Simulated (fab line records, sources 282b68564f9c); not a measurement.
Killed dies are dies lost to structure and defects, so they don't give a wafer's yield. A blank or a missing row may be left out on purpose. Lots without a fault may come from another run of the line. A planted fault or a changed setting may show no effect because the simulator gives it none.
Which tool did it? | flow rit_cmos | 14 lots, 42 wafers sampled, at 2 steps of a route of 202

WHAT THE GAUGES READ, wafer by wafer
The record holds no reading of a measuring or inspecting step that can be judged against a usual standard deviation.

WHICH TOOL RAN EACH LOT (tool, then ch and the chambers of the sampled wafers, then the start)
lot  | RIT_GATE_ETCH_19                | RIT_M1_PROBE_99
L818 | rie_si-02 ch 0,2, day 2 15:04   | -
L819 | rie_si-01 ch 0,2,3, day 2 23:22 | -
L821 | rie_si-01 ch 1,2,3, day 3 06:57 | -
L822 | rie_si-02 ch 0,1, day 3 11:01   | -
L823 | rie_si-01 ch 0,1,2, day 3 15:11 | -
L824 | rie_si-02 ch 0,2,3, day 4 02:49 | -
L826 | rie_si-02 ch 2,3, day 4 08:19   | -
L830 | rie_si-02 ch 0,1,2, day 5 02:04 | -
L831 | rie_si-01 ch 0,2,3, day 5 09:05 | -
L833 | rie_si-01 ch 2,3, day 5 15:21   | -
L834 | rie_si-02 ch 0,1,2, day 5 20:26 | -
L836 | rie_si-02 ch 0,2,3, day 6 08:41 | -
L838 | rie_si-02 ch 0,2,3, day 6 16:34 | prober-02, day 7 13:53
L840 | rie_si-02 ch 0,3, day 7 04:26   | -
- RIT_GATE_ETCH_19: etches poly-Si in SF6/CHF3/O2, stops on SiO2, time 165 s, target depth 312.5 nm.
- RIT_M1_PROBE_99

WHAT THE TOOLS THEMSELVES READ (means of the sampled wafers that have a number; where no wafer has one, the mark that the record gives instead)
RIT_GATE_ETCH_19.
lot  | tool      | drypump_motor_current_A (A) | oes_product_au (a.u.) | throttle_valve_pct (%)
L818 | rie_si-02 | 6.2                         | 0.821                 | 10.41
L819 | rie_si-01 | 5.7                         | 0.840                 | 10.40
L821 | rie_si-01 | 5.6                         | 0.837                 | 10.47
L822 | rie_si-02 | 5.8                         | 0.864                 | 10.31
L823 | rie_si-01 | 5.9                         | 0.852                 | 10.42
L824 | rie_si-02 | 6.0                         | 0.836                 | 10.34
L826 | rie_si-02 | 6.3                         | 0.840                 | 10.37
L830 | rie_si-02 | 6.1                         | 0.843                 | 10.35
L831 | rie_si-01 | 5.7                         | 0.833                 | 10.39
L833 | rie_si-01 | 5.6                         | 0.832                 | 10.49
L834 | rie_si-02 | 6.1                         | 0.851                 | 10.35
L836 | rie_si-02 | 6.1                         | 0.841                 | 10.35
L838 | rie_si-02 | 6.0                         | 0.842                 | 10.36
L840 | rie_si-02 | 5.8                         | 0.854                 | 10.31

RIT_M1_PROBE_99.
lot  | tool      | killed_at_M0_to_M3 | killed_at_contacts | killed_at_front_end | killed_dies | killed_open | killed_short
L838 | prober-02 | 0.0                | 0.0                | 6                   | 6           | 3.0         | 3.0

THE ANSWER, worked out from the rows above alone
Rule: what is usual is taken from the lots themselves. Put in order of their means at a reading, lots are off if they are a third of the lots or fewer, leave a main group of 4 or more, and stand apart from it by a gap of 3 or more times the standard deviation of the main group's means; of several such gaps the widest counts. A main group whose means are all the same, to the digits that the tables above print for the reading, isn't used. A lot without any number at a reading at which 4 lots or more have one is off too. The other lots that the step has rows for count as sound. The gauges are gone through in route order, then the tools' own readings, and for those a lot's mean is taken as printed above. The first step at which some lot is off is used, and at that step the reading that is off furthest; a lot without a number counts as furthest.
No lot is off at any reading shown: from this, nothing can be told.

WHAT THE SIMULATOR HAD PUT IN
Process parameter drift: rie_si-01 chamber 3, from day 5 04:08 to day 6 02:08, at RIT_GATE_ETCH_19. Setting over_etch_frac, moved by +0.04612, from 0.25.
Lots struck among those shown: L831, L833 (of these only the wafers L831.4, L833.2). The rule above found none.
